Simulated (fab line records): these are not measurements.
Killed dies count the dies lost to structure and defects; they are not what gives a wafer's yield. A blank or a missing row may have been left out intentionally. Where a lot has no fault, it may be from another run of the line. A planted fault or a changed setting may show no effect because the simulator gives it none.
fab line records -- flow ritCmos
[record] lots = 5, wafers = 15, lastDay = 7
route steps=202 shown PLDD@120 SPACER@125
lots that met no fault: taken from a fault-free run of the same line
startH: hours from the record's opening day to when the first of the lot's shown wafers began -- waitH: hours elapsed since this lot's preceding step -- " repeats the value in the row above -- L1.1+2: a row that stands for several wafers -- - no value, or no start was given -- * or withheld: withheld -- < > ~ a bound
route shown NAME@n: NAME is a module with steps in the file, n the number in the route of the first one -- usual: mean/standard deviation of fault-free wafers -- same: alike in all rows -- chamber/n: place in a boat -- sites: the reading at each site -- _std_site: standard deviation of those values -- _edge_site: mean of outer sites minus mean of inner sites -- radiusMm: for every site, how far away it sits from the centre of the wafer -- mask NAME#n: copy n -- behind: the tool/chamber that last shaped the wafer -- hold: reason for holding the lot/hours on hold/outcome of the hold -- device: which transistor (n, p or np) failed to switch -- end of line: the same wafers' tests at the end of the route -- a step with no rows: only its recipe -- killed: count of dies lost to structure and defects at first sort (not the wafer's yield) -- map: a wafer's dies, x killed, . not, _ none there
set.NAME: setting as actually run; set.NAME@STEP: the setting as run at that earlier step -- model.NAME: the simulator's own value behind a step, which no gauge read
lots at some steps of the route; a table a step, a row a wafer
services: from which hour (startH, from the record's first day; less than 0 if before it) a tool's chamber was out of use, for how many hours, and why
[[steps]]
[step RIT_PLDD_OVL_MEAS_06]
[usual] PLDD_OVL = -0.5/1.2
lot.wafer,tool,chamber,startH,waitH,PLDD_OVL[nm]
L074.3,overlay-01,-,45.66,-,-1.8
L074.5,overlay-01,-,45.66,-,-1.0
L074.6,overlay-01,-,45.66,-,0.4
L076.1,overlay-02,-,55.77,-,-1.3
L076.3,overlay-02,-,55.77,-,-1.1
L076.5,overlay-02,-,55.77,-,-1.2
L079.3,overlay-01,-,72.57,-,-0.2
L079.5,overlay-01,-,72.57,-,0.7
L079.6,overlay-01,-,72.57,-,-0.9
L087.3,overlay-01,-,109.58,-,-1.0
L087.4,overlay-01,-,109.58,-,-0.1
L087.5,overlay-01,-,109.58,-,0.4
L097.1,overlay-01,-,160.51,-,0.4
L097.4,overlay-01,-,160.51,-,0.6
L097.6,overlay-01,-,160.51,-,-1.3
[step RIT_PLDD_HARDBAKE_07]
[recipe] resist = NOVOLAK, tempC = 140, timeS = 60
lot.wafer,tool,chamber,startH,waitH
L074.3+5+6,lithoTrack-04,0,45.74,0.1
L076.1+3+5,lithoTrack-04,0,55.81,0.0
L079.3+5+6,lithoTrack-01,0,72.64,0.1
L087.3+4+5,lithoTrack-01,0,109.65,0.1
L097.1+4+6,lithoTrack-01,0,160.54,0.0
[step RIT_PLDD_IMPLANT_08]
[recipe] species = BF2, energyKev = 20, doseCm2 = 9e+14, tiltDeg = 7
lot.wafer,tool,chamber,startH,waitH
L074.3+5+6,implanter-02,0,45.89,0.1
L076.1+3+5,implanter-02,0,55.96,0.1
L079.3+5+6,implanter-03,0,72.79,0.1
L087.3+4+5,implanter-04,0,109.80,0.1
L097.1+4+6,implanter-03,0,160.69,0.1
[step RIT_PLDD_STRIP_09]
[recipe] chemistry = O2, timeS = 180, resist = NOVOLAK, platenTempC = withheld, powerW = 500, pressureMtorr = 4000, o2FlowSccm = 4000
[usual] drypumpMotorCurrentA = 5.9/0.41
lot.wafer,tool,chamber,startH,waitH,drypumpMotorCurrentA,rfHoursCounterH
L074.3,plasmaAsher-03,1,46.04,0.1,5.6,-
L074.5,plasmaAsher-03,1,46.04,0.1,5.6,-
L074.6,plasmaAsher-03,0,46.04,0.1,5.5,-
L076.1,plasmaAsher-03,1,56.11,0.1,5.6,43
L076.3,plasmaAsher-03,1,56.11,0.1,5.6,-
L076.5,plasmaAsher-03,0,56.11,0.1,5.5,-
L079.3,plasmaAsher-01,1,72.95,0.1,5.6,-
L079.5,plasmaAsher-01,0,72.95,0.1,6.0,-
L079.6,plasmaAsher-01,1,72.95,0.1,5.6,-
L087.3,plasmaAsher-02,1,109.96,0.1,6.1,-
L087.4,plasmaAsher-02,0,109.96,0.1,6.8,-
L087.5,plasmaAsher-02,0,109.96,0.1,6.8,-
L097.1,plasmaAsher-03,1,160.84,0.1,5.6,55
L097.4,plasmaAsher-03,1,160.84,0.1,5.6,-
L097.6,plasmaAsher-03,0,160.84,0.1,5.5,-
[step RIT_PLDD_TW_MEAS_10]
[usual] PLDD_TW = 2353/21
lot.wafer,tool,chamber,startH,waitH,PLDD_TW
L074.3,filmMetro-02,-,46.18,0.1,2334
L074.5,filmMetro-02,-,46.18,0.1,2328
L074.6,filmMetro-02,-,46.18,0.1,2337
L076.1,filmMetro-02,-,56.28,0.1,2339
L076.3,filmMetro-02,-,56.28,0.1,2338
L076.5,filmMetro-02,-,56.28,0.1,2348
L079.3,filmMetro-02,-,73.09,0.1,2359
L079.5,filmMetro-02,-,73.09,0.1,2353
L079.6,filmMetro-02,-,73.09,0.1,2352
L087.3,filmMetro-02,-,110.09,0.1,2355
L087.4,filmMetro-02,-,110.09,0.1,2351
L087.5,filmMetro-02,-,110.09,0.1,2348
L097.1,filmMetro-04,-,161.02,0.1,2377
L097.4,filmMetro-04,-,161.02,0.1,2368
L097.6,filmMetro-04,-,161.02,0.1,2385
[step RIT_SPACER_CLEAN_00]
[recipe] chemistry = SC1, mix = 3:3:50, timeS = 600, tempC = 75
lot.wafer,tool,chamber,startH,waitH
L074.3+5+6,wetBench-03,3,46.22,0.0
L076.1+3+5,wetBench-04,3,56.34,0.1
L079.3+5+6,wetBench-04,2,73.13,0.0
L087.3+4+5,wetBench-02,1,110.13,0.0
L097.1+4+6,wetBench-04,2,161.08,0.1
[step RIT_SPACER_CLEAN_01]
[recipe] chemistry = dHF, dilution = 50:1, timeS = 30
lot.wafer,tool,chamber,startH,waitH
L074.3+5+6,wetBench-02,2,46.41,0.0
L076.1+3+5,wetBench-03,3,56.52,0.0
L079.3+5+6,wetBench-03,2,73.32,0.0
L087.3+4+5,wetBench-04,2,110.31,0.0
L097.1+4+6,wetBench-03,1,161.25,0.0
[step RIT_SPACER_CLEAN_02]
[recipe] chemistry = SC2, mix = 3:3:50, timeS = 600, tempC = 75, dry = n2Spin
lot.wafer,tool,chamber,startH,waitH
L074.3+5+6,wetBench-04,0,46.43,0.0
L076.1+3+5,wetBench-02,3,56.53,0.0
L079.3+5+6,wetBench-02,1,73.33,0.0
L087.3+4+5,wetBench-04,1,110.33,0.0
L097.1+4+6,wetBench-04,1,161.27,0.0
[step RIT_SPACER_CVD_03]
[recipe] material = Si3N4, targetThkNm = 250, tempC = 810, precursor = SiH2Cl2/NH3, timeS = 3173, pressureMtorr = 300, sih2cl2FlowSccm = 60, nh3FlowSccm = 150
[usual] pressureMtorr = 300.0/0.66
lot.wafer,tool,chamber,startH,waitH,pressureMtorr
L074.3,lpcvd-01,0,46.81,0.0,299.5
L074.5,lpcvd-01,0,46.81,0.0,299.8
L074.6,lpcvd-01,0,46.81,0.0,299.2
L076.1,lpcvd-02,0,56.71,0.0,299.4
L076.3,lpcvd-02,0,56.71,0.0,299.6
L076.5,lpcvd-02,0,56.71,0.0,300.5
L079.3,lpcvd-02,0,73.68,0.0,300.7
L079.5,lpcvd-02,0,73.68,0.0,299.7
L079.6,lpcvd-02,0,73.68,0.0,300.4
L087.3,lpcvd-01,1,110.52,0.0,300.9
L087.4,lpcvd-01,1,110.52,0.0,300.5
L087.5,lpcvd-01,1,110.52,0.0,300.3
L097.1,lpcvd-02,0,161.44,0.0,298.8
L097.4,lpcvd-02,0,161.44,0.0,299.3
L097.6,lpcvd-02,0,161.44,0.0,299.3
[step RIT_SPACER_THK_MEAS_04]
[recipe] reads = Si3N4_of_SPACER_CVD_03
[usual] SPACER_NITRIDE_THK = 240.7/2.1
lot.wafer,tool,chamber,startH,waitH,SPACER_NITRIDE_THK[nm]
L074.3,filmMetro-01,-,48.75,0.1,243.9
L074.5,filmMetro-01,-,48.75,0.1,244.7
L074.6,filmMetro-01,-,48.75,0.1,247.0
L076.1,filmMetro-03,-,58.62,0.0,240.2
L076.3,filmMetro-03,-,58.62,0.0,238.7
L076.5,filmMetro-03,-,58.62,0.0,240.5
L079.3,filmMetro-03,-,75.62,0.1,242.5
L079.5,filmMetro-03,-,75.62,0.1,241.1
L079.6,filmMetro-03,-,75.62,0.1,239.7
L087.3,filmMetro-03,-,112.46,0.1,244.1
L087.4,filmMetro-03,-,112.46,0.1,244.1
L087.5,filmMetro-03,-,112.46,0.1,246.2
L097.1,filmMetro-01,-,163.36,0.0,238.8
L097.4,filmMetro-01,-,163.36,0.0,238.8
L097.6,filmMetro-01,-,163.36,0.0,239.1
[[services]]
tool,chamber,startH,hours,kind
implanter-04,-,23.82,0.7,repair
plasmaAsher-02,-,33.02,3.0,repair
plasmaAsher-01,-,35.35,1.6,repair
plasmaAsher-03,-,62.49,0.7,repair
implanter-03,-,88.29,0.5,repair
wetBench-03,-,89.76,2.7,repair
lpcvd-01,-,90.50,4.3,pm
implanter-04,-,95.14,2.7,repair
plasmaAsher-01,-,108.75,9.0,pm
plasmaAsher-01,0,108.75,9.0,ventCycle
plasmaAsher-01,1,108.75,9.0,ventCycle
implanter-04,-,115.71,2.6,repair
plasmaAsher-01,0,117.75,-,clean
plasmaAsher-01,1,117.75,-,clean
plasmaAsher-02,-,123.99,3.4,repair
implanter-03,-,128.69,2.9,repair
plasmaAsher-02,-,144.26,7.2,repair
implanter-03,-,152.57,3.6,repair
[[key]]
fault none
